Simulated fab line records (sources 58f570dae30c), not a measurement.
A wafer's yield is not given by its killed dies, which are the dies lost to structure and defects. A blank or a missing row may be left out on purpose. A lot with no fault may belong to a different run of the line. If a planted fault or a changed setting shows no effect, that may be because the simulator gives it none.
fab line records	flow berkeley_cmos170
record: lots: 6	wafers: 18	last_day: 15
route steps=331 shown M1@238
lots that met no fault: from a run of the same line without faults
start_h: hours from the record's first day to the start of the lot's first wafer shown	wait_h: hours elapsed since this lot's preceding step	" unchanged from the row above	L1.1+2: a single row standing in for several wafers	- either no value or no given start	* or withheld: withheld	< > ~ a bound
route shown NAME@n: names a module that has steps shown in the file, with the first one's number in the route	usual: mean and standard deviation over wafers with no fault	same: alike in all rows	chamber/n: place in a boat	sites: the reading at each site	_std_site: the values' standard deviation	_edge_site: outer sites' mean less inner sites'	radius_mm: how far each site lies from the wafer's centre	mask NAME#n: copy n	behind: the tool/chamber that last shaped the wafer	hold: why the lot was held/for how many hours/how that ended	device: names the non-switching transistor (n, p or np)	end of line: the same wafers' tests at the end of the route	where a step has no rows: the recipe by itself	killed: dies that structure and defects cost at the first sort, which is not the same as the wafer's yield	map: per-die view of a wafer (x killed, . not killed, _ where there is no die)
set.NAME: setting as actually run; set.NAME@STEP: the setting as run at that earlier step	model.NAME: the simulator's own value behind a step, which no gauge read
lots at selected steps of the route; one table per step, one row per wafer
services: the hour from which a tool's chamber was out of use, counted from the record's first day as start_h (under 0 if before that day), plus the number of hours and why
== steps ==
step: UCB170_M1_SPUTTER_00
recipe: material: Al	target_thk_nm: 600	time_s: 80	power_w: 6000	chamber_pressure_pa: 0.5
usual: throttle_valve_pct: 30.7/1.1
lot.wafer	tool	chamber	start_h	wait_h	throttle_valve_pct
L499.3	pvd_sputter-01	-	212.87	0.0	30.4
L499.5	"	-	"	"	30.3
L499.6	"	-	"	"	30.2
L497.1	pvd_sputter-02	-	213.07	0.0	28.9
L497.3	"	-	"	"	31.3
L497.4	"	-	"	"	32.4
L502.2	pvd_sputter-02	-	233.31	0.0	32.2
L502.3	"	-	"	"	29.0
L502.5	"	-	"	"	32.5
L512.3	pvd_sputter-02	-	279.69	0.0	31.2
L512.4	"	-	"	"	32.6
L512.6	"	-	"	"	32.6
L514.1	pvd_sputter-02	-	319.39	0.0	31.3
L514.2	"	-	"	"	29.8
L514.4	"	-	"	"	32.5
L515.2	pvd_sputter-02	-	329.39	0.0	32.7
L515.3	"	-	"	"	29.2
L515.4	"	-	"	"	29.8
step: UCB170_M1_RS_MEAS_01
recipe: thk_meas_gauge: four-point-probe	reads: Al_of_M1_SPUTTER_00
usual: M1_AL_RS: 0.0484/0.00061
lot.wafer	tool	chamber	start_h	wait_h	M1_AL_RS[ohm/sq]
L499.3	film_metro-02	-	212.97	0.1	0.0490
L499.5	"	-	"	"	0.0492
L499.6	"	-	"	"	0.0496
L497.1	film_metro-04	-	213.13	0.0	0.0487
L497.3	"	-	"	"	0.0480
L497.4	"	-	"	"	0.0489
L502.2	film_metro-01	-	233.39	0.1	0.0483
L502.3	"	-	"	"	0.0483
L502.5	"	-	"	"	0.0482
L512.3	film_metro-01	-	279.80	0.1	0.0482
L512.4	"	-	"	"	0.0487
L512.6	"	-	"	"	0.0489
L514.1	film_metro-04	-	319.45	0.0	0.0475
L514.2	"	-	"	"	0.0479
L514.4	"	-	"	"	0.0482
L515.2	film_metro-01	-	329.47	0.1	0.0480
L515.3	"	-	"	"	0.0481
L515.4	"	-	"	"	0.0480
step: UCB170_M1_THK_MEAS_02
recipe: thk_meas_gauge: xrf	reads: Al_of_M1_SPUTTER_00
usual: M1_AL_THK: 610/7.9
lot.wafer	tool	chamber	start_h	wait_h	M1_AL_THK[nm]
L499.3	film_metro-02	-	213.07	0.1	603
L499.5	"	-	"	"	602
L499.6	"	-	"	"	596
L497.1	film_metro-04	-	213.25	0.1	602
L497.3	"	-	"	"	611
L497.4	"	-	"	"	598
L502.2	film_metro-01	-	233.50	0.1	611
L502.3	"	-	"	"	616
L502.5	"	-	"	"	613
L512.3	film_metro-01	-	279.90	0.1	612
L512.4	"	-	"	"	605
L512.6	"	-	"	"	604
L514.1	film_metro-04	-	319.57	0.1	614
L514.2	"	-	"	"	611
L514.4	"	-	"	"	607
L515.2	film_metro-01	-	329.58	0.1	616
L515.3	"	-	"	"	612
L515.4	"	-	"	"	618
step: UCB170_M1_COAT_03
recipe: resist: BARC	temp_c: withheld	time_s: withheld	spin_rpm: 3000	resist_thk_nm: withheld
step: UCB170_M1_COAT_04
recipe: resist: KrF	spin_rpm: 1500	resist_thk_nm: 900
step: UCB170_M1_SOFTBAKE_05
recipe: resist: KrF	temp_c: 130	time_s: 60
step: UCB170_M1_EXPOSE_06
recipe: mask_id: METAL1	target_cd_nm: 700	na: 0.5	sigma_outer: 0.6	source_shape: conventional	dose_mj: 21
step: UCB170_M1_PEB_07
recipe: peb_temp_c: 130	peb_time_s: withheld	resist: KrF
step: UCB170_M1_DEVELOP_08
recipe: developer: TMAH	develop_time_s: 45	resist: KrF	dev_temp_c: 21
step: UCB170_M1_CD_MEAS_09
recipe: target_cd_nm: 700
usual: cd_nm: 700.4/1.3
lot.wafer	tool	chamber	start_h	wait_h	cd_nm
L499.3	cd_sem-01	-	214.33	-	701.1
L499.5	"	-	"	"	700.3
L499.6	"	-	"	"	699.7
L497.1	cd_sem-02	-	214.60	-	701.1
L497.3	"	-	"	"	699.8
L497.4	"	-	"	"	699.5
L502.2	cd_sem-02	-	234.53	-	698.8
L502.3	"	-	"	"	699.1
L502.5	"	-	"	"	698.7
L512.3	cd_sem-02	-	281.40	-	699.6
L512.4	"	-	"	"	699.8
L512.6	"	-	"	"	700.1
L514.1	cd_sem-02	-	320.60	-	699.8
L514.2	"	-	"	"	698.2
L514.4	"	-	"	"	700.0
L515.2	cd_sem-01	-	331.35	-	701.5
L515.3	"	-	"	"	701.7
L515.4	"	-	"	"	701.0
step: UCB170_M1_OVL_MEAS_10
usual: M1_OVL: 2/5.7
lot.wafer	tool	chamber	start_h	wait_h	M1_OVL[nm]
L499.3	overlay-01	-	214.42	0.1	-4
L499.5	"	-	"	"	-3
L499.6	"	-	"	"	2
L497.1	overlay-02	-	214.72	0.1	-9
L497.3	"	-	"	"	-3
L497.4	"	-	"	"	-7
L502.2	overlay-01	-	234.64	0.1	6
L502.3	"	-	"	"	1
L502.5	"	-	"	"	1
L512.3	overlay-02	-	281.49	0.1	-2
L512.4	"	-	"	"	-3
L512.6	"	-	"	"	4
L514.1	overlay-01	-	320.72	0.1	1
L514.2	"	-	"	"	2
L514.4	"	-	"	"	0
L515.2	overlay-01	-	331.46	0.1	12
L515.3	"	-	"	"	6
L515.4	"	-	"	"	2
step: UCB170_M1_ETCH_11
recipe: chemistry: N2/H2	target_depth_a: withheld	overetch_a: withheld	target: BARC	time_s: withheld	source_w: 500	bias_w: 100	pressure_mtorr: 30	n2_flow_sccm: 100	h2_flow_sccm: 200
usual: drypump_motor_current_A: 5.9/0.34	oes_product_au: 0.989/0.018	throttle_valve_pct: 13.35/0.11
lot.wafer	tool	chamber	start_h	wait_h	drypump_motor_current_A	oes_product_au	throttle_valve_pct
L499.3	rie_diel-02	2	214.45	0.0	6.0	1.013	13.48
L499.5	"	1	"	"	6.4	0.982	13.38
L499.6	"	0	"	"	5.5	1.000	13.33
L497.1	rie_diel-04	2	214.76	0.0	6.4	0.975	13.26
L497.3	"	1	"	"	6.3	1.013	13.31
L497.4	"	1	"	"	6.3	1.015	13.31
L502.2	rie_diel-02	1	234.67	0.0	6.3	0.980	13.39
L502.3	"	3	"	"	5.7	0.980	13.23
L502.5	"	2	"	"	6.0	1.010	13.49
L512.3	rie_diel-04	3	281.52	0.0	6.2	1.003	13.15
L512.4	"	2	"	"	6.4	0.985	13.26
L512.6	"	1	"	"	6.3	1.017	13.32
L514.1	rie_diel-01	0	320.75	0.0	5.6	0.972	13.62
L514.2	"	3	"	"	5.8	1.000	13.15
L514.4	"	1	"	"	6.1	0.984	13.44
L515.2	rie_diel-02	3	331.49	0.0	5.7	0.952	13.22
L515.3	"	0	"	"	5.5	1.004	13.31
L515.4	"	1	"	"	6.4	0.987	13.41
step: UCB170_M1_METAL_ETCH_12
recipe: chemistry: Cl2/BCl3	target: Al	stop_on: PSG	pressure_mtorr: 12	target_depth_a: 7800	over_etch_frac: 0.3	time_s: 130	icp_w: 600	bias_w: 120	Cl2_flow_sccm: 90	bcl3_flow_sccm: 45
usual: drypump_motor_current_A: 5.8/0.39	oes_product_au: 0.844/0.018	over_etch_frac: 0.3/0	throttle_valve_pct: 24.41/0.098
lot.wafer	tool	chamber	start_h	wait_h	drypump_motor_current_A	oes_product_au	over_etch_frac	rf_hours_counter_h	throttle_valve_pct	model.KrF_of_M1_COAT_04.thk_nm
L499.3	rie_metal-03	0	214.53	-	5.7	0.817	0.3	-	24.42	451.6
L499.5	"	0	"	"	5.7	0.826	0.3	-	24.44	450.9
L499.6	"	1	"	"	5.8	0.831	0.3	-	24.63	442.9
L497.1	rie_metal-01	1	214.80	-	5.0	0.874	0.21109	14	24.38	453.4
L497.3	"	0	"	"	6.0	0.868	0.3	-	24.32	410
L497.4	"	1	"	"	5.0	0.872	0.21109	-	24.35	455.2
L502.2	rie_metal-01	0	234.71	-	6.0	0.869	0.3	12	24.33	416.5
L502.3	"	1	"	"	5.1	0.867	0.21109	-	24.36	457.5
L502.5	"	0	"	"	6.0	0.871	0.3	-	24.32	409.4
L512.3	rie_metal-03	1	281.60	-	5.8	0.831	0.3	-	24.61	447.6
L512.4	"	0	"	"	5.7	0.829	0.3	-	24.42	452.4
L512.6	"	1	"	"	5.8	0.836	0.3	-	24.61	449.3
L514.1	rie_metal-01	0	320.79	-	6.0	0.866	0.3	14	24.32	409.6
L514.2	"	0	"	"	6.0	0.875	0.3	-	24.33	409.8
L514.4	"	0	"	"	6.0	0.862	0.3	-	24.32	407.4
L515.2	rie_metal-01	0	331.53	-	6.0	0.868	0.3	15	24.32	410.8
L515.3	"	0	"	"	6.0	0.865	0.3	-	24.32	416.9
L515.4	"	1	"	"	5.1	0.878	0.3	-	24.32	428.1
step: UCB170_M1_STRIP_13
recipe: chemistry: O2	power_w: 400	pressure_mtorr: 3500	platen_temp_c: withheld	o2_flow_sccm: 400	overash_fraction: 0.5
usual: drypump_motor_current_A: 5.7/0.47	oes_product_au: 0.720/0.0043
lot.wafer	tool	chamber	start_h	wait_h	drypump_motor_current_A	oes_product_au	rf_hours_counter_h
L499.3	plasma_asher-01	1	214.65	0.1	5.4	0.714	-
L499.5	"	1	"	"	5.5	0.719	-
L499.6	"	0	"	"	6.3	0.713	-
L497.1	plasma_asher-02	0	214.93	0.1	5.2	0.727	49
L497.3	"	0	"	"	5.2	0.722	-
L497.4	"	1	"	"	6.0	0.721	-
L502.2	plasma_asher-04	1	234.85	0.1	5.0	0.714	49
L502.3	"	0	"	"	6.0	0.730	-
L502.5	"	0	"	"	6.0	0.723	-
L512.3	plasma_asher-01	0	281.73	0.1	6.3	0.718	-
L512.4	"	1	"	"	5.5	0.719	-
L512.6	"	0	"	"	6.3	0.726	-
L514.1	plasma_asher-04	0	321.06	0.2	6.1	0.721	58
L514.2	"	1	"	"	5.0	0.729	58
L514.4	"	0	"	"	6.0	0.715	-
L515.2	plasma_asher-04	1	331.67	0.1	5.0	0.712	59
L515.3	"	0	"	"	6.0	0.715	-
L515.4	"	1	"	"	5.0	0.717	-
== services ==
tool	chamber	start_h	hours	kind
rie_diel-04	3	196.15	6.2	repair
rie_diel-04	3	210.11	44.7	repair
rie_diel-01	0	217.39	13.7	repair
plasma_asher-01	-	227.22	11.5	repair
rie_diel-02	0	237.11	4.2	repair
rie_diel-02	1	237.38	7.9	repair
rie_diel-04	-	251.17	0.6	repair
rie_diel-04	2	283.17	6.5	repair
rie_diel-02	1	285.86	8.1	repair
rie_diel-04	-	291.52	0.2	repair
rie_diel-02	3	304.69	6.7	repair
rie_metal-01	1	306.66	-	clean
rie_metal-01	1	306.66	16.6	scheduled_down
rie_metal-01	1	306.66	16.6	vent_cycle
rie_diel-02	2	308.51	3.0	repair
rie_diel-02	-	311.70	1.1	repair
pvd_sputter-02	-	315.45	1.9	repair
rie_diel-04	2	320.21	9.7	repair
rie_diel-04	0	326.64	19.8	repair
== key ==
first_sign: step: UCB170_M1_METAL_ETCH_12	reading: over_etch_frac	direction: down	sigmas: 99+	usual: 0.3	struck: 0.21109
effect none on later readings
model_effect: step: UCB170_M1_METAL_ETCH_12	value: KrF_of_M1_COAT_04.thk_nm	without: 423.7	struck: 455.4
met_at UCB170_M1_METAL_ETCH_12
struck_wafers L497.1,L497.4,L502.3
fault: kind: process_parameter_drift	tool: rie_metal-01	chamber: 1	onset_h: 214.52	steps: UCB170_M1_METAL_ETCH_12	channel: over_etch_frac	offset: -0.088908	shape: step	end_h: 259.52	acts_in: these_recipes_only	stated: 0.3
